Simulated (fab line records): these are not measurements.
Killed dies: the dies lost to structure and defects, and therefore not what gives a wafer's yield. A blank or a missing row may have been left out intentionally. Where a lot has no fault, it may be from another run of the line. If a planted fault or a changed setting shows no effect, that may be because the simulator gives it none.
Which tool did it?	flow rit cmos	14 lots, 42 wafers sampled, at 3 steps of a route of 202

== WHAT EACH GAUGE READ, for each wafer ==
RIT_NLDD_TW_MEAS_10.
lot	measured	on	NLDD_TW
L993	day 2 20:51	film metro-04	2495 2482 2485
L995	day 3 10:25	film metro-04	2458 2478 2480
L999	day 4 05:39	film metro-01	2489 2500 2497
L100	day 4 16:35	film metro-04	2481 2474 2485
L101	day 4 19:16	film metro-01	2727 2724 2707 2718 2718 2727
L103	day 5 01:50	film metro-04	2701 2695 2714 2707 2699 2700
L104	day 5 08:13	film metro-01	2487 2491 2489
L107	day 5 21:17	film metro-04	2458 2466 2461
L110	day 6 11:46	film metro-01	2485 2489 2487
L111	day 6 15:16	film metro-04	2458 2462 2459
L112	day 6 22:52	film metro-01	2480 2476 2486
L113	day 7 04:10	film metro-02	2499 2499 2500
L114	day 7 06:44	film metro-01	2497 2483 2495
L116	day 7 17:46	film metro-02	2482 2499 2502

RIT_SDANNEAL_RS_MEAS_07: uses a four-point probe to measure.
lot	measured	on	NLDD_RS (ohm/sq)
L993	day 3 05:01	film metro-02	150.7 151.0 151.0
L995	day 3 18:11	film metro-04	152.0 152.0 151.7
L999	day 4 13:56	film metro-01	151.6 151.4 151.8
L100	day 5 00:19	film metro-01	151.6 151.7 151.6
L101	day 5 06:52	film metro-01	114.3 114.1 114.5 114.1 114.0 114.4
L103	day 5 11:57	film metro-01	113.9 113.8 113.9 113.9 114.1 114.0
L104	day 5 16:17	film metro-01	151.9 151.6 150.9
L107	day 6 05:07	film metro-02	152.0 151.6 152.6
L110	day 6 19:52	film metro-02	150.4 151.1 151.1
L111	day 6 23:21	film metro-04	151.5 151.4 151.1
L112	day 7 06:37	film metro-04	152.6 152.6 151.8
L113	day 7 12:35	film metro-04	151.4 151.6 151.6
L114	day 7 14:43	film metro-01	152.3 152.1 152.2
L116	day 8 01:44	film metro-02	151.2 151.6 151.4

== TOOL THAT RAN EACH LOT (tool first, then ch and the chambers of the sampled wafers, then the start) ==
lot	RIT_NLDD_IMPLANT_08
L993	implanter-04 ch 0, day 2 20:32
L995	implanter-04 ch 0, day 3 10:07
L999	implanter-04 ch 0, day 4 05:20
L100	implanter-04 ch 0, day 4 16:16
L101	implanter-04 ch 0, day 4 18:58
L103	implanter-04 ch 0, day 5 01:32
L104	implanter-02 ch 0, day 5 07:54
L107	implanter-01 ch 0, day 5 20:58
L110	implanter-01 ch 0, day 6 11:29
L111	implanter-02 ch 0, day 6 14:58
L112	implanter-01 ch 0, day 6 22:32
L113	implanter-01 ch 0, day 7 03:50
L114	implanter-01 ch 0, day 7 06:26
L116	implanter-04 ch 0, day 7 17:26
- RIT_NLDD_IMPLANT_08

== AS READ BY THE TOOLS THEMSELVES (means over the sampled wafers that have a number; for cases with no such wafer, the mark the record gives instead) ==
RIT_NLDD_IMPLANT_08.
lot	tool	dose ions cm2	faraday current uA
L993	implanter-04	5e+14	1582
L995	implanter-04	5e+14	1576
L999	implanter-04	5e+14	1585
L100	implanter-04	5e+14	1582
L101	implanter-04	7e+14	2188
L103	implanter-04	7e+14	2256
L104	implanter-02	5e+14	1583
L107	implanter-01	5e+14	1587
L110	implanter-01	5e+14	1583
L111	implanter-02	5e+14	1543
L112	implanter-01	5e+14	1573
L113	implanter-01	5e+14	1529
L114	implanter-01	5e+14	1559
L116	implanter-04	5e+14	1568

== THE ANSWER, worked out from the rows above alone ==
Rule: the lots themselves supply what counts as usual. The widest of any qualifying gaps counts: lots, ordered by their means at a reading, are off when they make up no more than a third of the lots, leave a main group of 4 or more, and stand apart from it by 3 or more times the standard deviation of that group's means. A main group whose means are all the same, to the digits that the tables above print for the reading, isn't used. Also off: a lot with no number at a reading for which 4 or more lots have one. Any other lot the step has rows for is counted as sound. First the gauges in route order, then the tools' own readings, where a lot's mean is used as printed above. The first step at which some lot is off is used, and at that step the reading that is off furthest; a lot without a number counts as furthest.
Off: L101, L103, seen at RIT_NLDD_TW_MEAS_10 (NLDD_TW). The main group: mean 2483, standard deviation 12.
A tool fits if, at a process step before that reading, it ran every lot that is off, and no sound lot after the first of them. Not tried: the gauges at RIT_NLDD_TW_MEAS_10; whatever is off there is also off at RIT_NLDD_IMPLANT_08, on other tools, and gauge error can't account for it. No candidate that was tried fits.

== WHAT THE SIMULATOR HAD PUT IN ==
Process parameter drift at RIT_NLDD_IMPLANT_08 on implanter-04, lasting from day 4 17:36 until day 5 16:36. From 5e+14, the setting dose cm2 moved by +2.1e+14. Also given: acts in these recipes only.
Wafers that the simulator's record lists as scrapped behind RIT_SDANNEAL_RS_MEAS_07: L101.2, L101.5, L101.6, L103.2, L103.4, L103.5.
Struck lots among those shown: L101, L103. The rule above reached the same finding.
